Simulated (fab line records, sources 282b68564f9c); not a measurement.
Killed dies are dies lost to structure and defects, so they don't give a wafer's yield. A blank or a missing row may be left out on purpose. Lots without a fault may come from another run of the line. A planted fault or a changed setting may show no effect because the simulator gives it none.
fab line records | flow rit_cmos
record lots=5 wafers=15 last_day=7
route steps=202 shown NRETRO@63 PRETRO@64 GATE@75 FOX2@80 REOX@98 NLDD@103 M1@202
lots that met no fault: from a run of the same line without faults
start_h: hours from the record's first day to the start of the lot's first wafer shown | wait_h: hours since the lot's step before | " the same as in the row above | L1.1+2: a row that stands for several wafers | - no value, or no start given | * or withheld: withheld | < > ~ a bound
route shown NAME@n: a module of which the file shows steps, and the number in the route of the first | usual: mean/standard deviation of fault-free wafers | same: alike in all rows | chamber/n: place in a boat | sites: the reading at each site | _std_site: their standard deviation | _edge_site: outer sites' mean less inner sites' | radius_mm: how far each site lies from the wafer's centre | mask NAME#n: copy n | behind: the tool/chamber that last shaped the wafer | hold: why the lot was held/for how many hours/how that ended | device: the transistor (n, p or np) that didn't switch | end of line: the same wafers' tests at the end of the route | a step without rows: its recipe alone | killed: dies lost to structure and defects at the first sort, not the wafer's yield | map: a wafer's dies, x killed, . not, _ none there
set.NAME: the setting as run; set.NAME@STEP: as run at that earlier step | model.NAME: the simulator's own value behind a step, which no gauge read
lots at some steps of the route; a table a step, a row a wafer
services: from which hour (start_h, from the record's first day; less than 0 if before it) a tool's chamber was out of use, for how many hours, and why
## steps
# step RIT_NRETRO_TW_MEAS_10
# usual NRETRO_TW=1040/7.5
# columns lot.wafer tool chamber start_h wait_h NRETRO_TW
L518.1 film_metro-01 - 29.99 0.1 1048
L518.3 " - " " 1040
L518.6 " - " " 1050
L530.1 film_metro-03 - 90.31 0.1 1049
L530.4 " - " " 1045
L530.5 " - " " 1045
L531.1 film_metro-01 - 95.39 0.1 1031
L531.3 " - " " 1037
L531.5 " - " " 1035
L533.3 film_metro-02 - 106.68 0.1 1041
L533.4 " - " " 1035
L533.6 " - " " 1041
L538.1 film_metro-02 - 132.66 0.1 1033
L538.2 " - " " 1041
L538.5 " - " " 1033
# step RIT_PRETRO_HMDS_00
# recipe prime_time_s=60 prime_temp_c=140
# step RIT_PRETRO_COAT_01
# recipe resist=NOVOLAK spin_rpm=2000 resist_thk_nm=1300
# step RIT_PRETRO_SOFTBAKE_02
# recipe resist=NOVOLAK temp_c=90 time_s=60
# step RIT_PRETRO_EXPOSE_03
# recipe mask_id=M5 na=0.57 target_cd_nm=43700 dose_mj=250
# step RIT_PRETRO_PEB_04
# recipe resist=NOVOLAK temp_c=withheld time_s=withheld
# step RIT_PRETRO_DEVELOP_05
# recipe resist=NOVOLAK develop_time_s=68 dev_temp_c=23
# step RIT_PRETRO_OVL_MEAS_06
# usual PRETRO_OVL=0.0/1.5
# columns lot.wafer tool chamber start_h wait_h PRETRO_OVL[nm]
L518.1 overlay-02 - 30.93 - -1.5
L518.3 " - " " 0.6
L518.6 " - " " 0.1
L530.1 overlay-02 - 91.37 - -1.3
L530.4 " - " " 0.2
L530.5 " - " " -0.1
L531.1 overlay-02 - 96.45 - 0.6
L531.3 " - " " 1.8
L531.5 " - " " 2.2
L533.3 overlay-02 - 107.83 - 1.1
L533.4 " - " " 1.0
L533.6 " - " " 1.5
L538.1 overlay-01 - 133.60 - -0.8
L538.2 " - " " 0.8
L538.5 " - " " -1.3
# step RIT_PRETRO_HARDBAKE_07
# recipe resist=NOVOLAK temp_c=139.1 time_s=120
# step RIT_PRETRO_IMPLANT_08
# recipe species=B energy_kev=45 dose_cm2=1.2e+13 tilt_deg=7
# step RIT_PRETRO_STRIP_09
# recipe chemistry=O2 time_s=180 resist=NOVOLAK platen_temp_c=withheld power_w=500 pressure_mtorr=4000 o2_flow_sccm=4000
# usual drypump_motor_current_A=5.33/0.18 rf_refl_power_W=7.1/1.5
# columns lot.wafer tool chamber start_h wait_h drypump_motor_current_A rf_hours_counter_h rf_refl_power_W
L518.1 plasma_asher-01 1 31.37 0.1 5.25 40 5.7
L518.3 " 1 " " 5.26 - 5.7
L518.6 " 0 " " 5.37 - 7.2
L530.1 plasma_asher-04 1 91.81 0.1 5.27 30 9.6
L530.4 " 1 " " 5.28 - 9.5
L530.5 " 0 " " 5.39 - 5.9
L531.1 plasma_asher-02 0 96.89 0.1 4.98 48 6.7
L531.3 " 0 " " 4.99 - 6.9
L531.5 " 1 " " 5.63 - 6.4
L533.3 plasma_asher-04 1 108.32 0.1 5.29 - 9.6
L533.4 " 0 " " 5.42 - 5.6
L533.6 " 0 " " 5.38 - 5.7
L538.1 plasma_asher-02 1 134.15 0.1 5.65 52 6.3
L538.2 " 0 " " 4.98 52 6.8
L538.5 " 1 " " 5.66 - 6.2
# step RIT_PRETRO_TW_MEAS_10
# usual PRETRO_TW=472.7/2.6
# columns lot.wafer tool chamber start_h wait_h PRETRO_TW
L518.1 film_metro-04 - 31.54 0.1 476.4
L518.3 " - " " 477.1
L518.6 " - " " 475.0
L530.1 film_metro-04 - 91.98 0.1 472.8
L530.4 " - " " 474.6
L530.5 " - " " 475.9
L531.1 film_metro-03 - 97.07 0.1 471.7
L531.3 " - " " 472.1
L531.5 " - " " 468.3
L533.3 film_metro-01 - 108.45 0.1 470.1
L533.4 " - " " 471.0
L533.6 " - " " 470.4
L538.1 film_metro-04 - 134.33 0.1 472.3
L538.2 " - " " 471.3
L538.5 " - " " 473.2
# step RIT_GATE_WET_ETCH_00
# recipe chemistry=BOE target=SiO2 target_depth_nm=56 time_s=60 dry=n2_spin dilution=10:1 temp_c=21.5
# usual bath_heat_duty_pct=1.6/0.35
# columns lot.wafer tool chamber start_h wait_h bath_heat_duty_pct
L518.1 wet_bench-01 1 31.60 0.1 1.6
L518.3 " 1 " " 1.9
L518.6 " 1 " " 2.0
L530.1 wet_bench-01 3 92.04 0.1 1.4
L530.4 " 3 " " 1.8
L530.5 " 3 " " 2.2
L531.1 wet_bench-04 1 97.13 0.1 1.7
L531.3 " 1 " " 1.4
L531.5 " 1 " " 2.0
L533.3 wet_bench-03 1 108.49 0.0 1.7
L533.4 " 1 " " 2.0
L533.6 " 1 " " 1.2
L538.1 wet_bench-03 0 134.39 0.1 1.2
L538.2 " 0 " " 1.7
L538.5 " 0 " " 1.9
# step RIT_GATE_CLEAN_01
# recipe chemistry=SC1 mix=3:3:50 time_s=600 temp_c=75
# step RIT_GATE_CLEAN_02
# recipe chemistry=dHF dilution=50:1 time_s=30
# step RIT_GATE_CLEAN_03
# recipe chemistry=SC2 mix=3:3:50 time_s=600 temp_c=75 dry=n2_spin
# step RIT_GATE_CLEAN_04
# recipe chemistry=dHF dilution=50:1 time_s=60 dry=n2_spin
# step RIT_FOX2_THK_MEAS_91
# recipe reads=SiO2_of_FOX2_OXIDATION_00
# usual FIELD_OXIDE_LEFT_2_THK=257/6.4
# columns lot.wafer tool chamber start_h wait_h FIELD_OXIDE_LEFT_2_THK[nm]
L518.1 film_metro-02 - 32.02 0.0 254
L518.3 " - " " 248
L518.6 " - " " 249
L530.1 film_metro-04 - 92.48 0.0 259
L530.4 " - " " 272
L530.5 " - " " 270
L531.1 film_metro-04 - 97.58 0.0 256
L531.3 " - " " 254
L531.5 " - " " 253
L533.3 film_metro-04 - 108.93 0.0 260
L533.4 " - " " 255
L533.6 " - " " 254
L538.1 film_metro-04 - 134.81 0.0 266
L538.2 " - " " 267
L538.5 " - " " 274
# step RIT_GATE_OXIDATION_05
# recipe temp_c=900 ambient=O2 target_thk_a=30 ox_time_s=270
# step RIT_GATE_ANNEAL_06
# recipe temp_c=900 time_s=600 ambient=N2O
# step RIT_GATE_THK_MEAS_07
# recipe reads=SiO2_of_GATE_OXIDATION_05
# usual GATE_OXIDE_THK=3.05/0.057
# columns lot.wafer tool chamber start_h wait_h GATE_OXIDE_THK[nm]
L518.1 film_metro-01 - 33.41 0.0 3.01
L518.3 " - " " 3.04
L518.6 " - " " 3.00
L530.1 film_metro-04 - 94.38 0.0 3.03
L530.4 " - " " 3.12
L530.5 " - " " 3.07
L531.1 film_metro-04 - 98.96 0.0 3.11
L531.3 " - " " 2.99
L531.5 " - " " 3.08
L533.3 film_metro-02 - 112.20 0.0 3.09
L533.4 " - " " 3.03
L533.6 " - " " 3.09
L538.1 film_metro-01 - 139.79 0.0 3.11
L538.2 " - " " 3.11
L538.5 " - " " 3.06
# step RIT_GATE_CVD_08
# recipe material=poly-Si target_thk_nm=250 temp_c=610 precursor=SiH4 time_s=2220 pressure_mtorr=300 sih4_flow_sccm=100
# step RIT_GATE_THK_MEAS_09
# recipe reads=poly-Si_of_GATE_CVD_08
# usual GATE_POLY_THK=249.7/2.8
# columns lot.wafer tool chamber start_h wait_h GATE_POLY_THK[nm]
L518.1 film_metro-02 - 35.08 0.0 248.2
L518.3 " - " " 248.7
L518.6 " - " " 246.8
L530.1 film_metro-01 - 96.06 0.0 250.4
L530.4 " - " " 250.8
L530.5 " - " " 251.3
L531.1 film_metro-01 - 100.64 0.0 249.2
L531.3 " - " " 248.5
L531.5 " - " " 249.2
L533.3 film_metro-04 - 113.88 0.0 252.5
L533.4 " - " " 251.4
L533.6 " - " " 250.0
L538.1 film_metro-04 - 141.47 0.0 244.8
L538.2 " - " " 246.4
L538.5 " - " " 246.9
# step RIT_GATE_HMDS_10
# recipe prime_time_s=60 prime_temp_c=140
# step RIT_GATE_COAT_11
# recipe resist=NOVOLAK spin_rpm=4250 resist_thk_nm=850
# step RIT_GATE_SOFTBAKE_12
# recipe resist=NOVOLAK temp_c=90 time_s=60
# step RIT_GATE_EXPOSE_13
# recipe mask_id=M6 na=0.6 source_shape=conventional sigma_outer=0.6 target_cd_nm=150 dose_mj=380
# step RIT_GATE_PEB_14
# recipe resist=NOVOLAK temp_c=withheld time_s=withheld
# step RIT_GATE_DEVELOP_15
# recipe resist=NOVOLAK develop_time_s=48.17 dev_temp_c=23
# step RIT_GATE_CD_MEAS_16
# recipe target_cd_nm=150
# usual cd_nm=150.4/2.1
# columns lot.wafer tool chamber start_h wait_h cd_nm
L518.1 cd_sem-02 - 36.12 - 146.0
L518.3 " - " " 146.9
L518.6 " - " " 149.4
L530.1 cd_sem-02 - 97.14 - 152.4
L530.4 " - " " 150.4
L530.5 " - " " 152.2
L531.1 cd_sem-01 - 101.55 - 146.6
L531.3 " - " " 150.4
L531.5 " - " " 148.4
L533.3 cd_sem-01 - 114.93 - 151.0
L533.4 " - " " 152.2
L533.6 " - " " 151.8
L538.1 cd_sem-01 - 142.50 - 147.7
L538.2 " - " " 147.1
L538.5 " - " " 148.0
# step RIT_GATE_OVL_MEAS_17
# usual GATE_OVL=1.0/1.3
# columns lot.wafer tool chamber start_h wait_h GATE_OVL[nm]
L518.1 overlay-02 - 36.24 0.1 2.4
L518.3 " - " " 2.7
L518.6 " - " " 2.9
L530.1 overlay-02 - 97.26 0.1 0.4
L530.4 " - " " 0.5
L530.5 " - " " 0.7
L531.1 overlay-02 - 101.67 0.1 -0.6
L531.3 " - " " -1.0
L531.5 " - " " -1.0
L533.3 overlay-01 - 115.03 0.1 0.9
L533.4 " - " " 1.9
L533.6 " - " " 0.3
L538.1 overlay-02 - 142.62 0.1 -2.4
L538.2 " - " " -2.5
L538.5 " - " " -0.4
# step RIT_GATE_HARDBAKE_18
# recipe resist=NOVOLAK temp_c=140 time_s=60
# step RIT_GATE_ETCH_19
# recipe chemistry=SF6/CHF3/O2 time_s=165 SF6_flow_sccm=30 CHF3_flow_sccm=30 O2_flow_sccm=5 target=poly-Si pressure_mtorr=40 rf_w=160 target_depth_a=3125 over_etch_frac=0.25 stop_on=SiO2
# usual drypump_motor_current_A=5.6/0.61 oes_product_au=0.853/0.013 throttle_valve_pct=10.26/0.09
# columns lot.wafer tool chamber start_h wait_h drypump_motor_current_A oes_product_au rf_hours_counter_h throttle_valve_pct
L518.1 rie_si-01 2 36.43 0.1 5.2 0.864 40 10.39
L518.3 " 0 " " 6.1 0.857 159 10.18
L518.6 " 2 " " 5.3 0.866 - 10.39
L530.1 rie_si-02 2 97.44 0.1 6.0 0.843 4 10.26
L530.4 " 1 " " 6.5 0.846 2 10.33
L530.5 " 0 " " 4.8 0.857 - 10.17
L531.1 rie_si-01 1 101.85 0.1 6.1 0.840 80 10.16
L531.3 " 3 " " 4.6 0.862 139 10.40
L531.5 " 1 " " 6.1 0.841 - 10.18
L533.3 rie_si-01 2 115.20 0.1 5.2 0.876 40 10.37
L533.4 " 0 " " 6.1 0.861 0 10.18
L533.6 " 1 " " 6.1 0.843 - 10.17
L538.1 rie_si-02 0 142.81 0.1 4.9 0.844 34 10.19
L538.2 " 3 " " 5.5 0.848 58 10.22
L538.5 " 3 " " 5.5 0.855 - 10.21
# step RIT_GATE_STRIP_20
# recipe chemistry=O2 time_s=180 resist=NOVOLAK platen_temp_c=withheld power_w=500 pressure_mtorr=4000 o2_flow_sccm=4000
# usual drypump_motor_current_A=5.4/0.32 rf_refl_power_W=6.4/0.57
# columns lot.wafer tool chamber start_h wait_h drypump_motor_current_A rf_hours_counter_h rf_refl_power_W
L518.1 plasma_asher-02 0 36.53 0.1 5.0 42 6.9
L518.3 " 1 " " 5.6 - 6.2
L518.6 " 1 " " 5.7 - 6.4
L530.1 plasma_asher-03 1 97.55 0.1 5.4 45 6.6
L530.4 " 1 " " 5.4 - 6.4
L530.5 " 1 " " 5.4 - 6.4
L531.1 plasma_asher-02 0 101.96 0.1 5.0 49 6.7
L531.3 " 0 " " 5.0 - 6.9
L531.5 " 0 " " 5.0 - 6.8
L533.3 plasma_asher-03 1 115.37 0.1 5.4 - 6.5
L533.4 " 0 " " 6.0 - 5.8
L533.6 " 0 " " 6.0 - 5.8
L538.1 plasma_asher-01 1 142.91 0.1 5.3 3 5.6
L538.2 " 0 " " 5.4 3 7.6
L538.5 " 1 " " 5.3 - 5.7
# step RIT_GATE_CD_MEAS_90
# recipe target_cd_nm=150
# usual cd_nm=150.4/2.1
# columns lot.wafer tool chamber start_h wait_h cd_nm
L518.1 cd_sem-02 - 36.71 0.1 146.5
L518.3 " - " " 146.9
L518.6 " - " " 149.8
L530.1 cd_sem-02 - 97.73 0.1 152.8
L530.4 " - " " 150.3
L530.5 " - " " 151.8
L531.1 cd_sem-01 - 102.14 0.1 146.4
L531.3 " - " " 150.8
L531.5 " - " " 148.5
L533.3 cd_sem-01 - 115.52 0.1 150.5
L533.4 " - " " 152.3
L533.6 " - " " 152.2
L538.1 cd_sem-02 - 143.09 0.1 147.8
L538.2 " - " " 147.5
L538.5 " - " " 147.8
# step RIT_REOX_CLEAN_00
# recipe chemistry=SC1 mix=3:3:50 time_s=577 temp_c=75
# step RIT_REOX_CLEAN_01
# recipe chemistry=dHF dilution=50:1 time_s=30
# step RIT_REOX_CLEAN_02
# recipe chemistry=SC2 mix=3:3:50 time_s=600 temp_c=75 dry=n2_spin
# step RIT_REOX_OXIDATION_03
# recipe temp_c=900 ambient=O2 target_thk_a=252 ox_time_s=5580
# step RIT_REOX_THK_MEAS_04
# recipe reads=SiO2_of_REOX_OXIDATION_03
# usual REOX_OXIDE_THK=25.5/0.41
# columns lot.wafer tool chamber start_h wait_h REOX_OXIDE_THK[nm]
L518.1 film_metro-03 - 39.75 0.0 25.8
L518.3 " - " " 26.1
L518.6 " - " " 25.6
L530.1 film_metro-02 - 100.80 0.0 25.5
L530.4 " - " " 25.5
L530.5 " - " " 25.5
L531.1 film_metro-03 - 105.68 0.0 25.8
L531.3 " - " " 25.5
L531.5 " - " " 25.4
L533.3 film_metro-02 - 118.54 0.0 25.4
L533.4 " - " " 25.2
L533.6 " - " " 25.3
L538.1 film_metro-04 - 146.32 0.0 26.1
L538.2 " - " " 25.8
L538.5 " - " " 25.7
# step RIT_NLDD_HMDS_00
# recipe prime_time_s=60 prime_temp_c=140
# step RIT_NLDD_COAT_01
# recipe resist=NOVOLAK spin_rpm=3250 resist_thk_nm=1000
# step RIT_M1_PROBE_99
# columns lot.wafer tool chamber start_h wait_h model.etest.nldd.width_nm model.etest.pldd.width_nm model.etest.nmos_narrow.drive_ua_um model.etest.pmos_narrow.drive_ua_um model.etest.pmos_narrow.vt_less_v
L518.1 prober-02 - 56.35 0.1 3179 3192 228.3 102.9 0.0217
L518.3 prober-02 - 56.45 0.2 3192 3179 225.7 101.3 0.0223
L518.6 prober-02 - 56.60 0.2 3182 3190 226.1 101.7 0.0195
L530.1 prober-02 - 117.61 0.1 3173 3170 214.6 99.31 0.02176
L530.4 prober-02 - 117.76 0.2 3147 3151 211 98.39 0.02378
L530.5 prober-02 - 117.81 0.2 3142 3145 207.2 95.26 0.02545
L531.1 prober-01 - 123.13 0.1 3142 3166 212.6 94.31 0.02271
L531.3 prober-01 - 123.23 0.2 3150 3169 213.4 94.94 0.02045
L531.5 prober-01 - 123.33 0.2 3171 3189 215.2 96.66 0.02231
L533.3 prober-01 - 135.12 0.2 3163 3167 216.9 94.49 0.02118
L533.4 prober-01 - 135.17 0.2 3170 3156 221.5 95.79 0.02406
L533.6 prober-01 - 135.27 0.2 3169 3149 216.5 92.92 0.0237
L538.1 prober-02 - 163.56 0.1 3107 3108 202.3 89.95 0.01942
L538.2 prober-02 - 163.61 0.1 3114 3104 206.3 90.97 0.02071
L538.5 prober-02 - 163.76 0.2 3089 3100 202.9 90.68 0.0216
# killed by level:class
L518.1 GATE:geometric_particle:open=1 REOX:geometric_particle:short=1 REOX:geometric_particle:open=1
L518.3 REOX:geometric_particle:short=2 FOX1:geometric_particle:open=1 GATE:geometric_particle:short=1 REOX:geometric_particle:open=1 SPACER:geometric_particle:open=1 SPACER:geometric_particle:short=1
L518.6 SPACER:geometric_particle:short=2 FOX1:geometric_particle:short=1 GATE:geometric_particle:open=1
L530.1 REOX:geometric_particle:open=2 SILICIDE:geometric_particle:short=1
L530.4 GATE:geometric_particle:short=1 SILICIDE:geometric_particle:short=1
L530.5 FOX1:geometric_particle:short=4 FOX1:geometric_particle:open=1 FOX2:geometric_particle:short=1 FOX2:geometric_particle:open=1 GATE:geometric_particle:short=1 REOX:geometric_particle:open=1 SILICIDE:geometric_particle:short=1
L531.1 FOX2:geometric_particle:short=3 GATE:geometric_particle:open=3 GATE:geometric_particle:short=2 FOX1:geometric_particle:short=1 FOX2:geometric_particle:open=1 SPACER:geometric_particle:open=1 SILICIDE:geometric_particle:open=1
L531.3 ACTIVE:geometric_particle:short=1 FOX1:geometric_particle:short=1 GATE:geometric_particle:open=1 GATE:geometric_particle:short=1 REOX:geometric_particle:short=1 SPACER:geometric_particle:open=1 SILICIDE:geometric_particle:open=1 SILICIDE:geometric_particle:short=1
L531.5 GATE:geometric_particle:open=2 FOX1:geometric_particle:short=1 FOX2:geometric_particle:short=1 FOX2:geometric_particle:open=1 REOX:geometric_particle:short=1 SPACER:geometric_particle:open=1 SILICIDE:geometric_particle:short=1
L533.3 GATE:geometric_particle:open=2 REOX:geometric_particle:short=2 SPACER:geometric_particle:short=1
L533.4 GATE:geometric_particle:short=1
L533.6 GATE:geometric_particle:open=3 SILICIDE:geometric_particle:short=1
## services
# columns tool chamber start_h hours kind
rie_si-01 1 14.43 3.2 repair
plasma_asher-04 - 30.46 1.8 repair
rie_si-02 - 41.77 14.6 pm
wet_bench-03 - 52.86 0.9 repair
plasma_asher-04 - 59.66 0.8 repair
rie_si-01 0 67.85 - clean
rie_si-01 0 67.85 23.2 scheduled_down
rie_si-01 0 67.85 23.2 vent_cycle
plasma_asher-01 - 77.77 2.8 pm
plasma_asher-02 - 105.46 2.7 repair
plasma_asher-01 - 108.75 9.0 pm
plasma_asher-01 0 108.75 9.0 vent_cycle
plasma_asher-01 1 108.75 9.0 vent_cycle
plasma_asher-01 0 117.75 - clean
plasma_asher-01 1 117.75 - clean
plasma_asher-03 - 142.47 3.9 repair
## key
first_sign none at tools or gauges
model_effect step=RIT_M1_PROBE_99 value=etest.nldd.width_nm without=3162 struck=3103
met_at RIT_GATE_WET_ETCH_00
struck_wafers L538.1,L538.2,L538.5
sort_left_out L538.1,L538.2,L538.5
tester_left_out L538
onset_between 108.49 134.39
also_fits time
fault kind=process_parameter_drift tool=wet_bench-03 chamber=- onset_h=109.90 steps=RIT_GATE_WET_ETCH_00 channel=time_s offset=* shape=step end_h=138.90 acts_in=* stated=*
# tester_left_out: of these lots the tester's yield and bins aren't shown, on N5 and GAA mostly nor the transistor test; their killed dies are dies lost to structure and defects alone, not to doping, threshold or leakage, so they don't give the yield
# sort_left_out: the simulated sort isn't trusted on such a fault, so these wafers' sort isn't shown, and their yield isn't known
